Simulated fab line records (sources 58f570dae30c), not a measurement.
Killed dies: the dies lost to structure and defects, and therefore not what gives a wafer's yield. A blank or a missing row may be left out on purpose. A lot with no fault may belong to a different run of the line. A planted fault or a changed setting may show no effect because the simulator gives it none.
A lot that was struck, set against a sound lot ; flow berkeley_cmos170 ; 15 steps out of a route of 331
Sound: wafers L600.1, L600.2, L600.5. Wafers L592.1, L592.3, L592.5 were the ones struck. The cause is given at the end.
Each step with rows lists, per side, the tool, then ch with its chambers, then its first start. Under that, the readings that differ: sound wafers ; struck wafers ; difference of the means ; sigmas: that difference in standard deviations of wafers without a fault.
alike: a reading whose means differ by less than 2 such deviations, as well as words and numbers matching on both sides. not compared: withheld readings; readings where some wafer has no value; bounds like >300 that might hide an equal value; numbers whose values overlap and for which the record gives no deviation.
The two part at a step that has a row with sigmas, a row that says differs or no value, or rows on one side only. Numbers that don't overlap but have no deviation are shown without sigmas and don't part them. A reading that every wafer of one side lacks parts them only if that side has two wafers or more.

first, 1 step without rows for these wafers: UCB170_M2_SOFTBAKE_06 (time 60 s).
UCB170_M2_STRIP_07: strips in O2.
  sound on plasma_asher-01 ch 0,1, day 10 20:13; struck on plasma_asher-03 ch 0, day 8 23:46
  alike: drypump_motor_current_A, oes_product_au, strip_time_to_endpoint_s
  not compared: rf_hours_counter_h
then, 7 steps without rows for these wafers: UCB170_M2_STRIP_08 (strips KrF in DMSO, time 600 s); UCB170_M2_COAT_09; UCB170_M2_COAT_10 (resist thk 891.8 nm); UCB170_M2_SOFTBAKE_11 (time 60 s); UCB170_M2_EXPOSE_12 (exposes mask METAL2, target cd 700 nm); UCB170_M2_PEB_13; UCB170_M2_DEVELOP_14 (develop time 45 s).
UCB170_M2_CD_MEAS_15 targets a cd of 700 nm.
  struck on cd_sem-02, day 9 01:36; sound on cd_sem-02, day 10 21:34
  alike: cd_nm
UCB170_M2_OVL_MEAS_16:
  struck on overlay-01, day 9 01:43; sound on overlay-01, day 10 21:41
  alike: M2_OVL
UCB170_M2_ETCH_17: etches BARC in N2/H2.
  sound on rie_diel-02 ch 0,2,3, day 10 21:43; struck on rie_diel-04 ch 1,2,3, day 9 01:46
  alike: drypump_motor_current_A, oes_product_au, rf_fwd_power_W, throttle_valve_pct
UCB170_M2_METAL_ETCH_18: etches Al in Cl2/BCl3, stops on SiO2, target depth 1170 nm, time 195 s.
  sound on rie_metal-04 ch 0,1, day 10 21:46; struck on rie_metal-03 ch 0,1, day 9 01:48
reading;sound;struck;difference;sigmas
oes_product_au (a.u.);0.839 0.853 0.856;0.887 0.855 0.876;+0.023;+2
rf_fwd_power_W (W);594.2 597.9 599.9;525.8 529.5 526.0;-70.2;-41
model.KrF_of_M2_COAT_10.thk_nm (nm);265.6 194.6 191.6;288.2 300 286.2;+74.2;
model.SiO2_of_V1_CVD_00.thk_nm (nm);942 932.9 935;945.9 946.1 945.7;+9.3;
  alike: drypump_motor_current_A, throttle_valve_pct
  not compared: rf_hours_counter_h, model.M2.cd_nm
UCB170_M2_STRIP_19: strips in O2.
  sound on plasma_asher-03 ch 0,1, day 10 21:57; struck on plasma_asher-03 ch 0, day 9 01:59
reading;sound;struck;difference;sigmas
oes_product_au (a.u.);0.603 0.520 0.522;0.624 0.640 0.619;+0.079;+3
  alike: drypump_motor_current_A
  not compared: rf_hours_counter_h
UCB170_M2_CD_MEAS_90 targets a cd of 700 nm.
  struck on cd_sem-02, day 9 02:06; sound on cd_sem-02, day 10 22:03
  alike: cd_nm

WHERE THEY PART
First at UCB170_M2_METAL_ETCH_18; last, within this record, at UCB170_M2_STRIP_19. Later steps at which nothing parts them and some readings are alike: UCB170_M2_CD_MEAS_90.

WHY: the cause the simulator had injected
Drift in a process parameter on rie_metal-03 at UCB170_M2_METAL_ETCH_18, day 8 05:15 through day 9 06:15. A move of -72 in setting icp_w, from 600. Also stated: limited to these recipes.
